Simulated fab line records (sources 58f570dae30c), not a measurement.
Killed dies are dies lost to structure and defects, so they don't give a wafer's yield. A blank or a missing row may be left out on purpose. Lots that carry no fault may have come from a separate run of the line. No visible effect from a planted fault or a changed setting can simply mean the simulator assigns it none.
Split-lot experiment | flow berkeley_cmos170 | 23 wafers read across 5 lots, on a route 331 steps long

== THE SPLIT ==
At UCB170_CONTACT_CVD_01 (deposits PSG from SiH4/O2/PH3, target thk 700 nm, time 2820 s), the setting temp_c was moved away from the recipe's 450 C on 15 of the 23 wafers read, by +1.4% to +2.8%. For the rest of the wafers, this setting stayed at what the recipe calls for.

There is no step in the file separating the split from the reading.

== THE READING ==
CONTACT_PSG_THK in nanometres, read at UCB170_CONTACT_THK_MEAS_02. Fault-free wafers of this fab line usually give 699 nm, standard deviation 4.8 nm.

wafer  | tool, chamber at the split | temp_c as run, C | against the recipe | CONTACT_PSG_THK, nm | against lot-mates on the recipe
L076.1 | -, -                       | 450              | recipe             | 696                 | -
L076.2 | -, -                       | 450              | recipe             | 704                 | -
L076.3 | -, -                       | 450              | recipe             | 704                 | -
L076.4 | -, -                       | 450              | recipe             | 702                 | -
L076.6 | -, -                       | 450              | recipe             | 706                 | -
L079.2 | -, -                       | 456.3            | +1.4%              | 734                 | no lot-mate on the recipe
L079.3 | -, -                       | 456.3            | +1.4%              | 736                 | no lot-mate on the recipe
L079.4 | -, -                       | 456.3            | +1.4%              | 739                 | no lot-mate on the recipe
L079.5 | -, -                       | 456.3            | +1.4%              | 739                 | no lot-mate on the recipe
L079.6 | -, -                       | 456.3            | +1.4%              | 742                 | no lot-mate on the recipe
L081.1 | -, -                       | 462.6            | +2.8%              | 773                 | no lot-mate on the recipe
L081.2 | -, -                       | 462.6            | +2.8%              | 774                 | no lot-mate on the recipe
L081.4 | -, -                       | 462.6            | +2.8%              | 773                 | no lot-mate on the recipe
L081.5 | -, -                       | 462.6            | +2.8%              | 777                 | no lot-mate on the recipe
L081.6 | -, -                       | 462.6            | +2.8%              | 772                 | no lot-mate on the recipe
L083.2 | -, -                       | 460              | +2.2%              | 761                 | no lot-mate on the recipe
L083.3 | -, -                       | 460              | +2.2%              | 758                 | no lot-mate on the recipe
L083.4 | -, -                       | 460              | +2.2%              | 754                 | no lot-mate on the recipe
L083.5 | -, -                       | 460              | +2.2%              | 761                 | no lot-mate on the recipe
L083.6 | -, -                       | 460              | +2.2%              | 761                 | no lot-mate on the recipe
L085.1 | lpcvd-02, 1                | 450              | recipe             | 700                 | -
L085.3 | lpcvd-02, 1                | 450              | recipe             | 702                 | -
L085.6 | lpcvd-02, 1                | 450              | recipe             | 698                 | -

FIT RESULTS
A straight line over all 23 wafers: CONTACT_PSG_THK changes by +25.8 nm for each +1% of temp_c; r = +1.00; the points scatter about the line by 2.8 nm.
Too few moved wafers have a lot-mate on the recipe to fit a line with each lot's own level taken away.

== THE WHOLE CHAIN: every reading that the file lists as answering this split, in the file's order ==
step                       | what it does                                                               | reading                                                                       | change (the file's fit)              | r (the file's)
UCB170_CONTACT_CVD_01      | deposits PSG from SiH4/O2/PH3, target thk 700 nm, time 2820 s              | PSG_of_CONTACT_CVD_01.thk_nm (the simulator's own value, which no gauge read) | +25.9 nm for each +1% of the setting | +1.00
UCB170_CONTACT_THK_MEAS_02 |                                                                            | CONTACT_PSG_THK                                                               | +25.9 for each +1% of the setting    | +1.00
UCB170_CONTACT_ETCH_18     | etches PSG in CHF3/CF4/Ar, stops on TiSi2, target depth 840 nm, time 195 s | CONTACT.feature_depth_nm (the simulator's own value, which no gauge read)     | +25.9 nm for each +1% of the setting | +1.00
UCB170_CONTACT_ETCH_18     | etches PSG in CHF3/CF4/Ar, stops on TiSi2, target depth 840 nm, time 195 s | etch.depth_nm (the simulator's own value, which no gauge read)                | +26.2 nm for each +1% of the setting | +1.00

== FILE'S OWN FIT ==
CONTACT_PSG_THK changes by +25.9 nm for each +1% of temp_c, r = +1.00.
